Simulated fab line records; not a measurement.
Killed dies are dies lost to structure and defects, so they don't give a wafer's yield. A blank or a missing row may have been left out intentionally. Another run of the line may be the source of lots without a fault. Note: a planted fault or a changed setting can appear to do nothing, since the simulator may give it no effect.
fab line records :: flow rit_cmos
[record]
  lots = 5
  wafers = 15
  last_day = 7
route steps=202 shown M1@184
lots that met no fault: from a run of the same line without faults
start_h: the number of hours between the record's first day and the start of the first shown wafer of the lot :: wait_h: hours elapsed since this lot's preceding step :: " repeats the value in the row above :: L1.1+2: a single row standing in for several wafers :: - no value, or no start given :: * or withheld: withheld :: < > ~ a bound
route shown NAME@n: names a module that has steps shown in the file, with the first one's number in the route :: usual: average and standard deviation across the fault-free wafers :: same: alike in all rows :: chamber/n: place in a boat :: sites: per-site readings :: _std_site: how widely they spread, as a standard deviation :: _edge_site: mean of outer sites minus mean of inner sites :: radius_mm: for every site, how far away it sits from the centre of the wafer :: mask NAME#n: copy n :: behind: the most recent tool/chamber to have shaped the wafer :: hold: cause of the lot's hold/its duration in hours/its outcome :: device: names the non-switching transistor (n, p or np) :: end of line: at the end of the route, the tests of the same wafers :: step lacking rows: just its recipe :: killed: not the wafer's yield, but the dies lost to structure and defects at the first sort :: map: shows each die of a wafer: x if killed, . if not, _ if none is there
set.NAME: the setting that was run; set.NAME@STEP: the one run at that earlier step :: model.NAME: the simulator's own value behind a step, which no gauge read
lots at selected steps of the route; one table per step, one row per wafer
services: when a tool's chamber went out of use (start_h, in hours from the record's first day, below 0 if earlier), for how many hours, and the reason
[[steps]]
[step RIT_M1_SPUTTER_00]
[recipe]
  material = Al
  target_thk_nm = 400
  power_w = 2000
  chamber_pressure_pa = 0.4
  gas = Ar
  time_s = 500
  substrate_temp_c = 25
[usual]
  throttle_valve_pct = 30.4/1.3
lot.wafer: L932.1
tool: pvd_sputter-01
chamber: -
start_h: 63.66
wait_h: 0.0
throttle_valve_pct: 30.9

lot.wafer: L932.3
tool: pvd_sputter-01
chamber: -
start_h: 63.66
wait_h: 0.0
throttle_valve_pct: 28.4

lot.wafer: L932.4
tool: pvd_sputter-01
chamber: -
start_h: 63.66
wait_h: 0.0
throttle_valve_pct: 31.1

lot.wafer: L937.1
tool: pvd_sputter-01
chamber: -
start_h: 84.48
wait_h: 0.0
throttle_valve_pct: 28.4

lot.wafer: L937.3
tool: pvd_sputter-01
chamber: -
start_h: 84.48
wait_h: 0.0
throttle_valve_pct: 31.1

lot.wafer: L937.5
tool: pvd_sputter-01
chamber: -
start_h: 84.48
wait_h: 0.0
throttle_valve_pct: 31.1

lot.wafer: L946.1
tool: pvd_sputter-02
chamber: -
start_h: 126.11
wait_h: 0.0
throttle_valve_pct: 32.6

lot.wafer: L946.3
tool: pvd_sputter-02
chamber: -
start_h: 126.11
wait_h: 0.0
throttle_valve_pct: 30.6

lot.wafer: L946.4
tool: pvd_sputter-02
chamber: -
start_h: 126.11
wait_h: 0.0
throttle_valve_pct: 29.9

lot.wafer: L951.2
tool: pvd_sputter-02
chamber: -
start_h: 151.05
wait_h: 0.0
throttle_valve_pct: 32.6

lot.wafer: L951.3
tool: pvd_sputter-02
chamber: -
start_h: 151.05
wait_h: 0.0
throttle_valve_pct: 30.3

lot.wafer: L951.5
tool: pvd_sputter-02
chamber: -
start_h: 151.05
wait_h: 0.0
throttle_valve_pct: 29.3

lot.wafer: L954.1
tool: pvd_sputter-04
chamber: -
start_h: 168.99
wait_h: 0.0
throttle_valve_pct: 27.4

lot.wafer: L954.4
tool: pvd_sputter-04
chamber: -
start_h: 168.99
wait_h: 0.0
throttle_valve_pct: 29.6

lot.wafer: L954.6
tool: pvd_sputter-04
chamber: -
start_h: 168.99
wait_h: 0.0
throttle_valve_pct: 29.6
[step RIT_M1_RS_MEAS_01]
[recipe]
  thk_meas_gauge = four-point-probe
  reads = Al_of_M1_SPUTTER_00
[usual]
  M1_AL_RS = 0.0734/0.0007
lot.wafer: L932.1
tool: film_metro-02
chamber: -
start_h: 63.95
wait_h: 0.1
M1_AL_RS[ohm/sq]: 0.0717

lot.wafer: L932.3
tool: film_metro-02
chamber: -
start_h: 63.95
wait_h: 0.1
M1_AL_RS[ohm/sq]: 0.0739

lot.wafer: L932.4
tool: film_metro-02
chamber: -
start_h: 63.95
wait_h: 0.1
M1_AL_RS[ohm/sq]: 0.0729

lot.wafer: L937.1
tool: film_metro-02
chamber: -
start_h: 84.78
wait_h: 0.1
M1_AL_RS[ohm/sq]: 0.0736

lot.wafer: L937.3
tool: film_metro-02
chamber: -
start_h: 84.78
wait_h: 0.1
M1_AL_RS[ohm/sq]: 0.0721

lot.wafer: L937.5
tool: film_metro-02
chamber: -
start_h: 84.78
wait_h: 0.1
M1_AL_RS[ohm/sq]: 0.0725

lot.wafer: L946.1
tool: film_metro-02
chamber: -
start_h: 126.40
wait_h: 0.1
M1_AL_RS[ohm/sq]: 0.0731

lot.wafer: L946.3
tool: film_metro-02
chamber: -
start_h: 126.40
wait_h: 0.1
M1_AL_RS[ohm/sq]: 0.0733

lot.wafer: L946.4
tool: film_metro-02
chamber: -
start_h: 126.40
wait_h: 0.1
M1_AL_RS[ohm/sq]: 0.0740

lot.wafer: L951.2
tool: film_metro-01
chamber: -
start_h: 151.37
wait_h: 0.2
M1_AL_RS[ohm/sq]: 0.0725

lot.wafer: L951.3
tool: film_metro-01
chamber: -
start_h: 151.37
wait_h: 0.2
M1_AL_RS[ohm/sq]: 0.0723

lot.wafer: L951.5
tool: film_metro-01
chamber: -
start_h: 151.37
wait_h: 0.2
M1_AL_RS[ohm/sq]: 0.0735

lot.wafer: L954.1
tool: film_metro-02
chamber: -
start_h: 169.29
wait_h: 0.1
M1_AL_RS[ohm/sq]: 0.0737

lot.wafer: L954.4
tool: film_metro-02
chamber: -
start_h: 169.29
wait_h: 0.1
M1_AL_RS[ohm/sq]: 0.0739

lot.wafer: L954.6
tool: film_metro-02
chamber: -
start_h: 169.29
wait_h: 0.1
M1_AL_RS[ohm/sq]: 0.0741
[step RIT_M1_THK_MEAS_02]
[recipe]
  thk_meas_gauge = xrf
  reads = Al_of_M1_SPUTTER_00
[usual]
  M1_AL_THK = 397/4
lot.wafer: L932.1
tool: film_metro-02
chamber: -
start_h: 64.07
wait_h: 0.1
M1_AL_THK[nm]: 408

lot.wafer: L932.3
tool: film_metro-02
chamber: -
start_h: 64.07
wait_h: 0.1
M1_AL_THK[nm]: 396

lot.wafer: L932.4
tool: film_metro-02
chamber: -
start_h: 64.07
wait_h: 0.1
M1_AL_THK[nm]: 398

lot.wafer: L937.1
tool: film_metro-02
chamber: -
start_h: 84.90
wait_h: 0.1
M1_AL_THK[nm]: 397

lot.wafer: L937.3
tool: film_metro-02
chamber: -
start_h: 84.90
wait_h: 0.1
M1_AL_THK[nm]: 406

lot.wafer: L937.5
tool: film_metro-02
chamber: -
start_h: 84.90
wait_h: 0.1
M1_AL_THK[nm]: 401

lot.wafer: L946.1
tool: film_metro-02
chamber: -
start_h: 126.52
wait_h: 0.1
M1_AL_THK[nm]: 399

lot.wafer: L946.3
tool: film_metro-02
chamber: -
start_h: 126.52
wait_h: 0.1
M1_AL_THK[nm]: 397

lot.wafer: L946.4
tool: film_metro-02
chamber: -
start_h: 126.52
wait_h: 0.1
M1_AL_THK[nm]: 391

lot.wafer: L951.2
tool: film_metro-01
chamber: -
start_h: 151.48
wait_h: 0.1
M1_AL_THK[nm]: 404

lot.wafer: L951.3
tool: film_metro-01
chamber: -
start_h: 151.48
wait_h: 0.1
M1_AL_THK[nm]: 403

lot.wafer: L951.5
tool: film_metro-01
chamber: -
start_h: 151.48
wait_h: 0.1
M1_AL_THK[nm]: 396

lot.wafer: L954.1
tool: film_metro-02
chamber: -
start_h: 169.41
wait_h: 0.1
M1_AL_THK[nm]: 399

lot.wafer: L954.4
tool: film_metro-02
chamber: -
start_h: 169.41
wait_h: 0.1
M1_AL_THK[nm]: 399

lot.wafer: L954.6
tool: film_metro-02
chamber: -
start_h: 169.41
wait_h: 0.1
M1_AL_THK[nm]: 397
[step RIT_M1_HMDS_03]
[recipe]
  prime_time_s = 60
  prime_temp_c = 140
[step RIT_M1_COAT_04]
[recipe]
  resist = NOVOLAK
  spin_rpm = 2000
  resist_thk_nm = 1300
[step RIT_M1_SOFTBAKE_05]
[recipe]
  resist = NOVOLAK
  temp_c = 90
  time_s = 60
[step RIT_M1_EXPOSE_06]
[recipe]
  mask_id = M12
  na = 0.6
  source_shape = conventional
  sigma_outer = 0.5
  target_cd_nm = 2600
  dose_mj = 250
[step RIT_M1_PEB_07]
[recipe]
  resist = NOVOLAK
  temp_c = withheld
  time_s = withheld
[step RIT_M1_DEVELOP_08]
[recipe]
  resist = NOVOLAK
  develop_time_s = 68
  dev_temp_c = 23
[step RIT_M1_CD_MEAS_09]
[recipe]
  target_cd_nm = 2600
[usual]
  cd_nm = 2599.8/2.5
lot.wafer: L932.1
tool: cd_sem-01
chamber: -
start_h: 65.14
wait_h: -
cd_nm: 2599.3

lot.wafer: L932.3
tool: cd_sem-01
chamber: -
start_h: 65.14
wait_h: -
cd_nm: 2599.3

lot.wafer: L932.4
tool: cd_sem-01
chamber: -
start_h: 65.14
wait_h: -
cd_nm: 2600.0

lot.wafer: L937.1
tool: cd_sem-02
chamber: -
start_h: 85.84
wait_h: -
cd_nm: 2600.5

lot.wafer: L937.3
tool: cd_sem-02
chamber: -
start_h: 85.84
wait_h: -
cd_nm: 2598.7

lot.wafer: L937.5
tool: cd_sem-02
chamber: -
start_h: 85.84
wait_h: -
cd_nm: 2599.4

lot.wafer: L946.1
tool: cd_sem-02
chamber: -
start_h: 127.46
wait_h: -
cd_nm: 2599.3

lot.wafer: L946.3
tool: cd_sem-02
chamber: -
start_h: 127.46
wait_h: -
cd_nm: 2602.1

lot.wafer: L946.4
tool: cd_sem-02
chamber: -
start_h: 127.46
wait_h: -
cd_nm: 2600.4

lot.wafer: L951.2
tool: cd_sem-01
chamber: -
start_h: 152.55
wait_h: -
cd_nm: 2597.9

lot.wafer: L951.3
tool: cd_sem-01
chamber: -
start_h: 152.55
wait_h: -
cd_nm: 2598.3

lot.wafer: L951.5
tool: cd_sem-01
chamber: -
start_h: 152.55
wait_h: -
cd_nm: 2599.7

lot.wafer: L954.1
tool: cd_sem-02
chamber: -
start_h: 170.35
wait_h: -
cd_nm: 2601.0

lot.wafer: L954.4
tool: cd_sem-02
chamber: -
start_h: 170.35
wait_h: -
cd_nm: 2602.4

lot.wafer: L954.6
tool: cd_sem-02
chamber: -
start_h: 170.35
wait_h: -
cd_nm: 2600.1
[step RIT_M1_OVL_MEAS_10]
[usual]
  M1_OVL = 0.6/1.4
lot.wafer: L932.1
tool: overlay-02
chamber: -
start_h: 65.26
wait_h: 0.1
M1_OVL[nm]: 1.4

lot.wafer: L932.3
tool: overlay-02
chamber: -
start_h: 65.26
wait_h: 0.1
M1_OVL[nm]: -0.3

lot.wafer: L932.4
tool: overlay-02
chamber: -
start_h: 65.26
wait_h: 0.1
M1_OVL[nm]: 0.3

lot.wafer: L937.1
tool: overlay-01
chamber: -
start_h: 85.96
wait_h: 0.1
M1_OVL[nm]: -1.0

lot.wafer: L937.3
tool: overlay-01
chamber: -
start_h: 85.96
wait_h: 0.1
M1_OVL[nm]: -1.3

lot.wafer: L937.5
tool: overlay-01
chamber: -
start_h: 85.96
wait_h: 0.1
M1_OVL[nm]: -2.0

lot.wafer: L946.1
tool: overlay-01
chamber: -
start_h: 127.58
wait_h: 0.1
M1_OVL[nm]: -0.4

lot.wafer: L946.3
tool: overlay-01
chamber: -
start_h: 127.58
wait_h: 0.1
M1_OVL[nm]: -0.9

lot.wafer: L946.4
tool: overlay-01
chamber: -
start_h: 127.58
wait_h: 0.1
M1_OVL[nm]: 1.4

lot.wafer: L951.2
tool: overlay-01
chamber: -
start_h: 152.66
wait_h: 0.1
M1_OVL[nm]: -0.6

lot.wafer: L951.3
tool: overlay-01
chamber: -
start_h: 152.66
wait_h: 0.1
M1_OVL[nm]: -1.8

lot.wafer: L951.5
tool: overlay-01
chamber: -
start_h: 152.66
wait_h: 0.1
M1_OVL[nm]: 0.3

lot.wafer: L954.1
tool: overlay-01
chamber: -
start_h: 170.47
wait_h: 0.1
M1_OVL[nm]: -0.5

lot.wafer: L954.4
tool: overlay-01
chamber: -
start_h: 170.47
wait_h: 0.1
M1_OVL[nm]: 0.5

lot.wafer: L954.6
tool: overlay-01
chamber: -
start_h: 170.47
wait_h: 0.1
M1_OVL[nm]: -2.5
[step RIT_M1_HARDBAKE_11]
[recipe]
  resist = NOVOLAK
  temp_c = 140
  time_s = 120
[step RIT_M1_METAL_ETCH_12]
[recipe]
  stop_on = SiO2
  chemistry = Cl2/BCl3
  target = Al
  time_s = 165
  over_etch_frac = 0.5
  pressure_mtorr = 100
  target_depth_a = 6000
  rf_w = 250
  Cl2_flow_sccm = 60
  bcl3_flow_sccm = 50
[usual]
  drypump_motor_current_A = 5.8/0.46
  oes_product_au = 0.777/0.012
  throttle_valve_pct = 8.27/0.14
lot.wafer: L932.1
tool: rie_metal-04
chamber: 1
start_h: 65.54
wait_h: 0.2
drypump_motor_current_A: 6.0
oes_product_au: 0.785
rf_hours_counter_h: 1
throttle_valve_pct: 8.49
model.NOVOLAK_of_M1_COAT_04.thk_nm: 807.5
model.SiO2_of_CONTACT_CVD_00.thk_nm: 358.8
model.M1.feature_depth_nm: 441.1

lot.wafer: L932.3
tool: rie_metal-04
chamber: 0
start_h: 65.54
wait_h: 0.2
drypump_motor_current_A: 6.1
oes_product_au: 0.787
rf_hours_counter_h: -
throttle_valve_pct: 8.24
model.NOVOLAK_of_M1_COAT_04.thk_nm: 795.7
model.SiO2_of_CONTACT_CVD_00.thk_nm: 356.4
model.M1.feature_depth_nm: 430

lot.wafer: L932.4
tool: rie_metal-04
chamber: 1
start_h: 65.54
wait_h: 0.2
drypump_motor_current_A: 6.0
oes_product_au: 0.770
rf_hours_counter_h: -
throttle_valve_pct: 8.49
model.NOVOLAK_of_M1_COAT_04.thk_nm: 811.3
model.SiO2_of_CONTACT_CVD_00.thk_nm: 359.2
model.M1.feature_depth_nm: 434

lot.wafer: L937.1
tool: rie_metal-02
chamber: 1
start_h: 86.47
wait_h: 0.2
drypump_motor_current_A: 5.0
oes_product_au: 0.778
rf_hours_counter_h: 4
throttle_valve_pct: 8.32
model.NOVOLAK_of_M1_COAT_04.thk_nm: 807
model.SiO2_of_CONTACT_CVD_00.thk_nm: 363.8
model.M1.feature_depth_nm: 431.2

lot.wafer: L937.3
tool: rie_metal-02
chamber: 1
start_h: 86.47
wait_h: 0.2
drypump_motor_current_A: 5.0
oes_product_au: 0.797
rf_hours_counter_h: -
throttle_valve_pct: 8.33
model.NOVOLAK_of_M1_COAT_04.thk_nm: 809
model.SiO2_of_CONTACT_CVD_00.thk_nm: 359.2
model.M1.feature_depth_nm: 439.5

lot.wafer: L937.5
tool: rie_metal-02
chamber: 0
start_h: 86.47
wait_h: 0.2
drypump_motor_current_A: 6.5
oes_product_au: 0.780
rf_hours_counter_h: -
throttle_valve_pct: 8.19
model.NOVOLAK_of_M1_COAT_04.thk_nm: 807.3
model.SiO2_of_CONTACT_CVD_00.thk_nm: 366.3
model.M1.feature_depth_nm: 436.8

lot.wafer: L946.1
tool: rie_metal-04
chamber: 0
start_h: 127.87
wait_h: 0.2
drypump_motor_current_A: 6.1
oes_product_au: 0.789
rf_hours_counter_h: 1
throttle_valve_pct: 8.24
model.NOVOLAK_of_M1_COAT_04.thk_nm: 802.9
model.SiO2_of_CONTACT_CVD_00.thk_nm: 353.4
model.M1.feature_depth_nm: 434.5

lot.wafer: L946.3
tool: rie_metal-04
chamber: 1
start_h: 127.87
wait_h: 0.2
drypump_motor_current_A: 6.0
oes_product_au: 0.782
rf_hours_counter_h: -
throttle_valve_pct: 8.50
model.NOVOLAK_of_M1_COAT_04.thk_nm: 681.5
model.SiO2_of_CONTACT_CVD_00.thk_nm: 344.1
model.M1.feature_depth_nm: 447

lot.wafer: L946.4
tool: rie_metal-04
chamber: 0
start_h: 127.87
wait_h: 0.2
drypump_motor_current_A: 6.1
oes_product_au: 0.781
rf_hours_counter_h: -
throttle_valve_pct: 8.23
model.NOVOLAK_of_M1_COAT_04.thk_nm: 802.9
model.SiO2_of_CONTACT_CVD_00.thk_nm: 357.6
model.M1.feature_depth_nm: 429.6

lot.wafer: L951.2
tool: rie_metal-02
chamber: 1
start_h: 152.94
wait_h: 0.2
drypump_motor_current_A: 5.0
oes_product_au: 0.781
rf_hours_counter_h: 5
throttle_valve_pct: 8.33
model.NOVOLAK_of_M1_COAT_04.thk_nm: 808.9
model.SiO2_of_CONTACT_CVD_00.thk_nm: 364.9
model.M1.feature_depth_nm: 437.3

lot.wafer: L951.3
tool: rie_metal-02
chamber: 0
start_h: 152.94
wait_h: 0.2
drypump_motor_current_A: 6.5
oes_product_au: 0.779
rf_hours_counter_h: -
throttle_valve_pct: 8.18
model.NOVOLAK_of_M1_COAT_04.thk_nm: 809.4
model.SiO2_of_CONTACT_CVD_00.thk_nm: 367.4
model.M1.feature_depth_nm: 438.4

lot.wafer: L951.5
tool: rie_metal-02
chamber: 1
start_h: 152.94
wait_h: 0.2
drypump_motor_current_A: 5.0
oes_product_au: 0.777
rf_hours_counter_h: -
throttle_valve_pct: 8.34
model.NOVOLAK_of_M1_COAT_04.thk_nm: 805.6
model.SiO2_of_CONTACT_CVD_00.thk_nm: 366.7
model.M1.feature_depth_nm: 432.3

lot.wafer: L954.1
tool: rie_metal-02
chamber: 1
start_h: 170.75
wait_h: 0.2
drypump_motor_current_A: 4.9
oes_product_au: 0.780
rf_hours_counter_h: 6
throttle_valve_pct: 8.34
model.NOVOLAK_of_M1_COAT_04.thk_nm: 814.7
model.SiO2_of_CONTACT_CVD_00.thk_nm: 363.6
model.M1.feature_depth_nm: 431

lot.wafer: L954.4
tool: rie_metal-02
chamber: 1
start_h: 170.75
wait_h: 0.2
drypump_motor_current_A: 5.0
oes_product_au: 0.773
rf_hours_counter_h: -
throttle_valve_pct: 8.31
model.NOVOLAK_of_M1_COAT_04.thk_nm: 815
model.SiO2_of_CONTACT_CVD_00.thk_nm: 370.3
model.M1.feature_depth_nm: 429.7

lot.wafer: L954.6
tool: rie_metal-02
chamber: 1
start_h: 170.75
wait_h: 0.2
drypump_motor_current_A: 5.0
oes_product_au: 0.774
rf_hours_counter_h: -
throttle_valve_pct: 8.35
model.NOVOLAK_of_M1_COAT_04.thk_nm: 815
model.SiO2_of_CONTACT_CVD_00.thk_nm: 365.5
model.M1.feature_depth_nm: 428.5
[step RIT_M1_STRIP_13]
[recipe]
  chemistry = nmp
  resist = NOVOLAK
  temp_c = 80
  time_s = 600
  dry = n2_spin
[step RIT_M1_PROBE_99]
[usual]
  defect_limited_yield = 97.6/1
  killed_at_contacts = 0.1/0.31
  killed_at_front_end = 6.3/2.7
  killed_dies = 6.4/2.7
  killed_open = 3.3/2
  killed_short = 3/1.8
  sort_bin_3_pad_short = 0.1/0.18
  sort_bin_5_function = 1.5/0.78
  sort_bin_6_memory = 0.8/0.57
  sort_n_pass = 257.6/2.7
  sort_yield_pct = 97.6/1
[same]
  gross_dies = 264
  killed_at_M0_to_M3 = 0
  killed_at_M4_up = 0
  killed_at_back_side = 0
  killed_at_other = 0
lot.wafer: L932.1
tool: prober-01
chamber: -
start_h: 67.80
wait_h: 0.1
defect_limited_yield[%]: 95.5
killed_at_contacts: 0
killed_at_front_end: 12
killed_dies: 12
killed_open: 8
killed_short: 4
sort_bin_3_pad_short[%]: 0
sort_bin_5_function[%]: 3.0
sort_bin_6_memory[%]: 1.5
sort_n_pass: 252.0
sort_yield_pct[%]: 95.5
model.etest.antenna_m1.vt_shift_v: -0.01206

lot.wafer: L932.3
tool: prober-01
chamber: -
start_h: 67.90
wait_h: 0.2
defect_limited_yield[%]: 98.9
killed_at_contacts: 0
killed_at_front_end: 3
killed_dies: 3
killed_open: 1
killed_short: 2
sort_bin_3_pad_short[%]: 0
sort_bin_5_function[%]: 1.1
sort_bin_6_memory[%]: 0
sort_n_pass: 261.0
sort_yield_pct[%]: 98.9
model.etest.antenna_m1.vt_shift_v: -0.01221

lot.wafer: L932.4
tool: prober-01
chamber: -
start_h: 67.95
wait_h: 0.2
defect_limited_yield[%]: 95.8
killed_at_contacts: 0
killed_at_front_end: 11
killed_dies: 11
killed_open: 8
killed_short: 3
sort_bin_3_pad_short[%]: 0
sort_bin_5_function[%]: 1.5
sort_bin_6_memory[%]: 2.7
sort_n_pass: 253.0
sort_yield_pct[%]: 95.8
model.etest.antenna_m1.vt_shift_v: -0.01573

lot.wafer: L937.1
tool: prober-02
chamber: -
start_h: 89.43
wait_h: 0.1
defect_limited_yield[%]: 94.7
killed_at_contacts: 0
killed_at_front_end: 14
killed_dies: 14
killed_open: 10
killed_short: 4
sort_bin_3_pad_short[%]: 0
sort_bin_5_function[%]: 3.8
sort_bin_6_memory[%]: 1.5
sort_n_pass: 250.0
sort_yield_pct[%]: 94.7
model.etest.antenna_m1.vt_shift_v: -0.0122

lot.wafer: L937.3
tool: prober-02
chamber: -
start_h: 89.53
wait_h: 0.2
defect_limited_yield[%]: 95.8
killed_at_contacts: 0
killed_at_front_end: 11
killed_dies: 11
killed_open: 8
killed_short: 3
sort_bin_3_pad_short[%]: 0
sort_bin_5_function[%]: 3.8
sort_bin_6_memory[%]: 0.4
sort_n_pass: 253.0
sort_yield_pct[%]: 95.8
model.etest.antenna_m1.vt_shift_v: -0.01031

lot.wafer: L937.5
tool: prober-02
chamber: -
start_h: 89.63
wait_h: 0.2
defect_limited_yield[%]: 95.1
killed_at_contacts: 0
killed_at_front_end: 13
killed_dies: 13
killed_open: 8
killed_short: 5
sort_bin_3_pad_short[%]: 0
sort_bin_5_function[%]: 3.4
sort_bin_6_memory[%]: 1.5
sort_n_pass: 251.0
sort_yield_pct[%]: 95.1
model.etest.antenna_m1.vt_shift_v: -0.008679

lot.wafer: L946.1
tool: prober-02
chamber: -
start_h: 130.12
wait_h: 0.1
defect_limited_yield[%]: 98.1
killed_at_contacts: 0
killed_at_front_end: 5
killed_dies: 5
killed_open: 3
killed_short: 2
sort_bin_3_pad_short[%]: 0
sort_bin_5_function[%]: 1.9
sort_bin_6_memory[%]: 0
sort_n_pass: 259.0
sort_yield_pct[%]: 98.1
model.etest.antenna_m1.vt_shift_v: -0.008836

lot.wafer: L946.3
tool: prober-02
chamber: -
start_h: 130.22
wait_h: 0.2
defect_limited_yield[%]: 98.1
killed_at_contacts: 0
killed_at_front_end: 5
killed_dies: 5
killed_open: 2
killed_short: 3
sort_bin_3_pad_short[%]: 0
sort_bin_5_function[%]: 1.9
sort_bin_6_memory[%]: 0
sort_n_pass: 259.0
sort_yield_pct[%]: 98.1
model.etest.antenna_m1.vt_shift_v: -0.02453

lot.wafer: L946.4
tool: prober-02
chamber: -
start_h: 130.27
wait_h: 0.2
defect_limited_yield[%]: 97.7
killed_at_contacts: 0
killed_at_front_end: 6
killed_dies: 6
killed_open: 4
killed_short: 2
sort_bin_3_pad_short[%]: 0.4
sort_bin_5_function[%]: 1.1
sort_bin_6_memory[%]: 0.8
sort_n_pass: 258.0
sort_yield_pct[%]: 97.7
model.etest.antenna_m1.vt_shift_v: -0.006777

lot.wafer: L951.2
tool: prober-01
chamber: -
start_h: 155.24
wait_h: 0.1
defect_limited_yield[%]: 97.0
killed_at_contacts: 0
killed_at_front_end: 8
killed_dies: 8
killed_open: 5
killed_short: 3
sort_bin_3_pad_short[%]: 0
sort_bin_5_function[%]: 1.5
sort_bin_6_memory[%]: 1.5
sort_n_pass: 256.0
sort_yield_pct[%]: 97.0
model.etest.antenna_m1.vt_shift_v: -0.008964

lot.wafer: L951.3
tool: prober-01
chamber: -
start_h: 155.29
wait_h: 0.2
defect_limited_yield[%]: 97.3
killed_at_contacts: 0
killed_at_front_end: 7
killed_dies: 7
killed_open: 5
killed_short: 2
sort_bin_3_pad_short[%]: 0
sort_bin_5_function[%]: 2.7
sort_bin_6_memory[%]: 0
sort_n_pass: 257.0
sort_yield_pct[%]: 97.3
model.etest.antenna_m1.vt_shift_v: -0.01208

lot.wafer: L951.5
tool: prober-01
chamber: -
start_h: 155.39
wait_h: 0.2
defect_limited_yield[%]: 96.6
killed_at_contacts: 0
killed_at_front_end: 9
killed_dies: 9
killed_open: 2
killed_short: 7
sort_bin_3_pad_short[%]: 0.4
sort_bin_5_function[%]: 3.0
sort_bin_6_memory[%]: 0
sort_n_pass: 255.0
sort_yield_pct[%]: 96.6
model.etest.antenna_m1.vt_shift_v: -0.01077

lot.wafer: L954.1
tool: prober-02
chamber: -
start_h: 173.06
wait_h: 0.1
defect_limited_yield[%]: 97.0
killed_at_contacts: 2
killed_at_front_end: 6
killed_dies: 8
killed_open: 3
killed_short: 5
sort_bin_3_pad_short[%]: 0.4
sort_bin_5_function[%]: 2.7
sort_bin_6_memory[%]: 0
sort_n_pass: 256.0
sort_yield_pct[%]: 97.0
model.etest.antenna_m1.vt_shift_v: -0.01031

lot.wafer: L954.4
tool: prober-02
chamber: -
start_h: 173.21
wait_h: 0.2
defect_limited_yield[%]: 97.7
killed_at_contacts: 0
killed_at_front_end: 6
killed_dies: 6
killed_open: 4
killed_short: 2
sort_bin_3_pad_short[%]: 0
sort_bin_5_function[%]: 1.1
sort_bin_6_memory[%]: 1.1
sort_n_pass: 258.0
sort_yield_pct[%]: 97.7
model.etest.antenna_m1.vt_shift_v: -0.01007

lot.wafer: L954.6
tool: prober-02
chamber: -
start_h: 173.31
wait_h: 0.2
defect_limited_yield[%]: 98.5
killed_at_contacts: 0
killed_at_front_end: 4
killed_dies: 4
killed_open: 2
killed_short: 2
sort_bin_3_pad_short[%]: 0.4
sort_bin_5_function[%]: 0.8
sort_bin_6_memory[%]: 0.4
sort_n_pass: 260.0
sort_yield_pct[%]: 98.5
model.etest.antenna_m1.vt_shift_v: -0.009
// killed by level:class
L932.1 FOX1:geometric_particle:open=2 GATE:geometric_particle:open=2 SPACER:geometric_particle:short=2 SPACER:geometric_particle:open=2 FOX1:geometric_particle:short=1 REOX:geometric_particle:open=1 REOX:geometric_particle:short=1 SILICIDE:geometric_particle:open=1
L932.3 FOX1:geometric_particle:short=1 GATE:geometric_particle:open=1 SPACER:geometric_particle:short=1
L932.4 GATE:geometric_particle:open=3 SPACER:geometric_particle:open=3 FOX1:geometric_particle:short=1 REOX:geometric_particle:short=1 REOX:geometric_particle:open=1 SILICIDE:geometric_particle:short=1 SILICIDE:geometric_particle:open=1
L937.1 GATE:geometric_particle:open=5 FOX1:geometric_particle:open=2 GATE:geometric_particle:short=2 REOX:geometric_particle:open=1 SPACER:geometric_particle:open=1 SPACER:geometric_particle:short=1 SILICIDE:geometric_particle:open=1 SILICIDE:geometric_particle:short=1
L937.3 GATE:geometric_particle:open=5 FOX1:geometric_particle:open=2 GATE:geometric_particle:short=2 SILICIDE:geometric_particle:open=1 SILICIDE:geometric_particle:short=1
L937.5 SPACER:geometric_particle:open=4 GATE:geometric_particle:short=2 GATE:geometric_particle:open=2 FOX1:geometric_particle:open=1 FOX2:geometric_particle:short=1 REOX:geometric_particle:short=1 SPACER:geometric_particle:short=1 SILICIDE:geometric_particle:open=1
L946.1 FOX1:geometric_particle:open=1 FOX2:geometric_particle:short=1 GATE:geometric_particle:open=1 REOX:geometric_particle:open=1 SPACER:geometric_particle:short=1
L946.3 FOX1:geometric_particle:short=1 GATE:geometric_particle:short=1 GATE:geometric_particle:open=1 REOX:geometric_particle:open=1 SILICIDE:geometric_particle:short=1
L946.4 GATE:geometric_particle:open=2 FOX1:geometric_particle:open=1 FOX2:geometric_particle:open=1 FOX2:geometric_particle:short=1 REOX:geometric_particle:short=1
L951.2 FOX1:geometric_particle:open=2 SPACER:geometric_particle:open=2 FOX1:geometric_particle:short=1 REOX:geometric_particle:short=1 SPACER:geometric_particle:short=1 SILICIDE:geometric_particle:open=1
L951.3 GATE:geometric_particle:short=2 GATE:geometric_particle:open=2 REOX:geometric_particle:open=2 FOX1:geometric_particle:open=1
L951.5 REOX:geometric_particle:short=2 FOX1:geometric_particle:short=1 FOX1:geometric_particle:open=1 FOX2:geometric_particle:short=1 GATE:geometric_particle:short=1 GATE:geometric_particle:open=1 SPACER:geometric_particle:short=1 SILICIDE:geometric_particle:short=1
L954.1 GATE:geometric_particle:short=2 GATE:geometric_particle:open=2 CONTACT:geometric_particle:short=2 SPACER:geometric_particle:short=1 SILICIDE:geometric_particle:open=1
L954.4 GATE:geometric_particle:open=3 FOX1:geometric_particle:short=1 GATE:geometric_particle:short=1 SPACER:geometric_particle:open=1
L954.6 GATE:geometric_particle:open=2 SPACER:geometric_particle:short=1 SILICIDE:geometric_particle:short=1
[[services]]
tool: pvd_sputter-04
chamber: -
start_h: 62.21
hours: 2.7
kind: repair

tool: rie_metal-02
chamber: -
start_h: 99.81
hours: 4.3
kind: pm

tool: pvd_sputter-01
chamber: -
start_h: 129.01
hours: 3.0
kind: repair

tool: pvd_sputter-04
chamber: -
start_h: 147.69
hours: 5.4
kind: repair

tool: pvd_sputter-04
chamber: -
start_h: 170.88
hours: 2.0
kind: repair
[[key]]
first_sign none at tools or gauges
[model_effect]
  step = RIT_M1_METAL_ETCH_12
  value = NOVOLAK_of_M1_COAT_04.thk_nm
  without = 816.9
  struck = 681.5
[model_effect]
  step = RIT_M1_PROBE_99
  value = etest.antenna_m1.vt_shift_v
  without = -0.01204
  struck = -0.02453
met_at RIT_M1_METAL_ETCH_12
struck_wafers L946.3
onset_between 65.54 127.87
[fault]
  kind = process_parameter_drift
  tool = rie_metal-04
  chamber = 1
  onset_h = 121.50
  steps = RIT_M1_METAL_ETCH_12
  channel = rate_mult
  offset = 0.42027
  shape = step
  end_h = 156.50
